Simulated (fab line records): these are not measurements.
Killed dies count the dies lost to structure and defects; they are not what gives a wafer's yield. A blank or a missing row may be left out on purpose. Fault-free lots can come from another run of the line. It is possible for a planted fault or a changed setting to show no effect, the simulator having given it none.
Check of tool commonality :: flow ritCmos :: Sample size 14 lots and 42 wafers

## WHY THIS WAS OPENED
RIT_NSD_TW_MEAS_10, reading NSD_TW: flagged on 2 of 14 lots. No-fault wafers: 3103, standard deviation 28.
Rule: a lot is flagged in two cases, either no wafer of it has a number, or all its wafers with numbers fall more than 4 standard deviations from that mean. The other lots count as sound.

lot: L231
measured: day 3 14:19
on: filmMetro-01
NSD_TW, wafer by wafer: 3160 3130 3137
flag: 

lot: L232
measured: day 3 18:33
on: filmMetro-04
NSD_TW, wafer by wafer: 3113 3097 3114
flag: 

lot: L233
measured: day 3 23:37
on: filmMetro-01
NSD_TW, wafer by wafer: 3151 3134 3143
flag: 

lot: L235
measured: day 4 11:29
on: filmMetro-01
NSD_TW, wafer by wafer: 3132 3131 3114
flag: 

lot: L237
measured: day 4 22:54
on: filmMetro-02
NSD_TW, wafer by wafer: 3076 3071 3076
flag: 

lot: L238
measured: day 4 23:17
on: filmMetro-02
NSD_TW, wafer by wafer: 3079 3073 3069
flag: 

lot: L239
measured: day 5 04:53
on: filmMetro-01
NSD_TW, wafer by wafer: 3121 3139 3139
flag: 

lot: L241
measured: day 5 12:38
on: filmMetro-01
NSD_TW, wafer by wafer: 3291 3295 3285
flag: FLAGGED

lot: L242
measured: day 5 18:50
on: filmMetro-04
NSD_TW, wafer by wafer: 3289 3267 3279
flag: FLAGGED

lot: L246
measured: day 6 12:56
on: filmMetro-04
NSD_TW, wafer by wafer: 3110 3113 3093
flag: 

lot: L247
measured: day 6 14:04
on: filmMetro-02
NSD_TW, wafer by wafer: 3061 3083 3085
flag: 

lot: L249
measured: day 7 03:04
on: filmMetro-02
NSD_TW, wafer by wafer: 3076 3054 3045
flag: 

lot: L251
measured: day 8 02:39
on: filmMetro-02
NSD_TW, wafer by wafer: 3054 3068 3056
flag: 

lot: L253
measured: day 8 09:43
on: filmMetro-04
NSD_TW, wafer by wafer: 3104 3118 3102
flag: 
Average over the flagged lots: 3284; offset from the usual +181, equal to +6 standard deviations.

## TOOL THAT RAN EACH LOT
The record holds 1 process step before the reading, out of a route of 202 steps. Every cell lists first the tool, next ch and the chambers used by the sampled wafers, and last the start.
lot: L231
flag: 
RIT_PLDD_COAT_01: lithoTrack-01 ch 0, day 3 08:56

lot: L232
flag: 
RIT_PLDD_COAT_01: lithoTrack-01 ch 0, day 3 13:12

lot: L233
flag: 
RIT_PLDD_COAT_01: lithoTrack-04 ch 0, day 3 18:19

lot: L235
flag: 
RIT_PLDD_COAT_01: lithoTrack-01 ch 0, day 4 05:31

lot: L237
flag: 
RIT_PLDD_COAT_01: lithoTrack-04 ch 0, day 4 17:20

lot: L238
flag: 
RIT_PLDD_COAT_01: lithoTrack-03 ch 0, day 4 17:35

lot: L239
flag: 
RIT_PLDD_COAT_01: lithoTrack-01 ch 0, day 4 23:35

lot: L241
flag: FLAGGED
RIT_PLDD_COAT_01: lithoTrack-04, day 5 07:25

lot: L242
flag: FLAGGED
RIT_PLDD_COAT_01: lithoTrack-04, day 5 13:43

lot: L246
flag: 
RIT_PLDD_COAT_01: lithoTrack-04 ch 0, day 6 07:43

lot: L247
flag: 
RIT_PLDD_COAT_01: lithoTrack-01 ch 0, day 6 08:16

lot: L249
flag: 
RIT_PLDD_COAT_01: lithoTrack-04 ch 0, day 6 21:41

lot: L251
flag: 
RIT_PLDD_COAT_01: lithoTrack-04 ch 0, day 7 19:45

lot: L253
flag: 
RIT_PLDD_COAT_01: lithoTrack-03 ch 0, day 8 04:36
What is done by these steps:
- RIT_PLDD_COAT_01: resist thk 1000 nm.
- RIT_NSD_TW_MEAS_10

## FLAGGED AGAINST TOTAL, ONE TOOL AT A TIME (gauges that did the reading follow at the end)
step: RIT_PLDD_COAT_01
tool: lithoTrack-01
lots run: 5
flagged: 0
share of the flagged lots: none
sound lots run after its first flagged lot: -

step: RIT_PLDD_COAT_01
tool: lithoTrack-03
lots run: 2
flagged: 0
share of the flagged lots: none
sound lots run after its first flagged lot: -

step: RIT_PLDD_COAT_01
tool: lithoTrack-04
lots run: 7
flagged: 2
share of the flagged lots: all
sound lots run after its first flagged lot: 3 (L246,L249,L251)

step: RIT_NSD_TW_MEAS_10
tool: filmMetro-01
lots run: 5
flagged: 1
share of the flagged lots: some
sound lots run after its first flagged lot: 0

step: RIT_NSD_TW_MEAS_10
tool: filmMetro-02
lots run: 5
flagged: 0
share of the flagged lots: none
sound lots run after its first flagged lot: -

step: RIT_NSD_TW_MEAS_10
tool: filmMetro-04
lots run: 4
flagged: 1
share of the flagged lots: some
sound lots run after its first flagged lot: 2 (L246,L253)

## WHAT THE TABLE PERMITS
Rows of the table that ran each flagged lot: 1, that is lithoTrack-04 at RIT_PLDD_COAT_01.
- lithoTrack-04 at RIT_PLDD_COAT_01: 2 of its 7 lots flagged. Sound lots ran on it after the first flagged one (L246, L249, L251), which a lasting fault on the whole tool wouldn't allow. On the flagged lots its readings are blank where sound lots have values: chillPlateTempC, dispensePressureKPa, exhaustPa.
None of the table's rows ran every flagged lot and, after the first, no sound lot.

## WHAT THE SIMULATOR PUT IN
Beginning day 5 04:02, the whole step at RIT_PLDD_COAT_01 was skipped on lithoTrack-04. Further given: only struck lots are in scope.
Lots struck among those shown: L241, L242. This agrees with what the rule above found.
